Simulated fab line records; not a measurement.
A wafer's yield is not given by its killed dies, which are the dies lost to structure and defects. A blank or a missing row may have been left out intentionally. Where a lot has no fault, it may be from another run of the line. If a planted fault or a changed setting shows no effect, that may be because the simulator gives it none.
2 desks looking at one fault | flow berkeley-cmos170 | numbers are kept per desk, each desk with only its own; the story behind them comes last

THE TOOL OWNER'S DESK: implanter-02
The tool's own readings at UCB170_PWELL_IMPLANT_15, given as means over the sampled wafers that have a number, one for each lot that went through this tool. Marked OUT: a lot whose mean sits more than 4 standard deviations from the usual mean, which makes it out of limits; the brackets give that distance.
Columns: A = dose-ions-cm2 at UCB170_PWELL_IMPLANT_15, usual 4.999e+12; B = faraday-current-uA at UCB170_PWELL_IMPLANT_15, usual 15.9
lot  | first seen here | A                           | B
L901 | day 4 00:32     | 4.996e+12                   | 15.6
L902 | day 4 15:59     | 5.004e+12                   | 15.8
L907 | day 5 17:00     | 5.000e+12                   | 16.3
L914 | day 6 19:38     | 4.997e+12                   | 15.9
L917 | day 6 20:46     | 7.069e+12 (+99 or more) OUT | 22.5 (+20) OUT
L919 | day 7 09:35     | 7.066e+12 (+99 or more) OUT | 22.9 (+21) OUT
This desk's finding: out of limits on L917, L919; first on L917, day 6 20:46 (dose-ions-cm2 at UCB170_PWELL_IMPLANT_15). Within limits: L901, L902, L907, L914.

THE METROLOGY DESK
What the gauges read, lot by lot, whatever tool the lot ran on: means of the sampled wafers that have a number. Marked OUT: a lot whose mean sits more than 4 standard deviations from the usual mean, which makes it out of limits; the brackets give that distance.
Columns: A = PWELL_NITRIDE_THK at UCB170_PWELL_THK_MEAS_06, usual 219.2 nm; B = PWELL_TW at UCB170_PWELL_TW_MEAS_17, usual 379; C = FIELD_OXIDE_THK at UCB170_FIELD_THK_MEAS_02, usual 553 nm
lot  | first seen here | A     | B              | C
L901 | day 3 23:10     | 221.8 | 382            | 525
L902 | day 4 14:20     | 217.6 | 382            | 561
L903 | day 4 14:21     | 220.7 | 382            | 539
L906 | day 5 04:32     | 217.4 | 379            | 544
L909 | day 5 14:55     | 218.2 | 370            | 559
L911 | day 5 14:57     | 217.8 | 381            | 551
L907 | day 5 14:59     | 220.0 | 372            | 559
L910 | day 5 14:59     | 218.2 | 370            | 568
L914 | day 6 17:26     | 220.7 | 376            | 548
L917 | day 6 17:31     | 219.2 | 423 (+9.9) OUT | 542
L919 | day 7 07:29     | 217.4 | 427 (+11) OUT  | 553
L920 | day 7 07:30     | 219.2 | 382            | 551
L922 | day 7 19:36     | 218.7 | 374            | 559
L923 | day 8 01:40     | 222.2 | 380            | 563
This desk's finding: out of limits on L917, L919; first on L917, day 6 20:59 (PWELL_TW at UCB170_PWELL_TW_MEAS_17). Within limits: L901, L902, L903, L906, L909, L911, L907, L910, L914, L920, L922, L923.

ALL TOGETHER
The tool owner's desk could have raised an alarm at day 6 20:46, on L917, L919.
At day 6 20:59 the metrology desk could have sounded an alarm, on L917, L919.
Of the lots named, all ran UCB170_PWELL_IMPLANT_15 on implanter-02.

WHAT HAD BEEN PUT IN BY THE SIMULATOR
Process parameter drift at UCB170_PWELL_IMPLANT_15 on implanter-02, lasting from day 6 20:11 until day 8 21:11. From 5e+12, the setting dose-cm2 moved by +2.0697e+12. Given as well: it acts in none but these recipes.
Lots struck among those shown: L917, L919.
Time in hours from fault onset to the first out-of-limits reading at each desk: tool owner's desk 1, metrology desk 1.
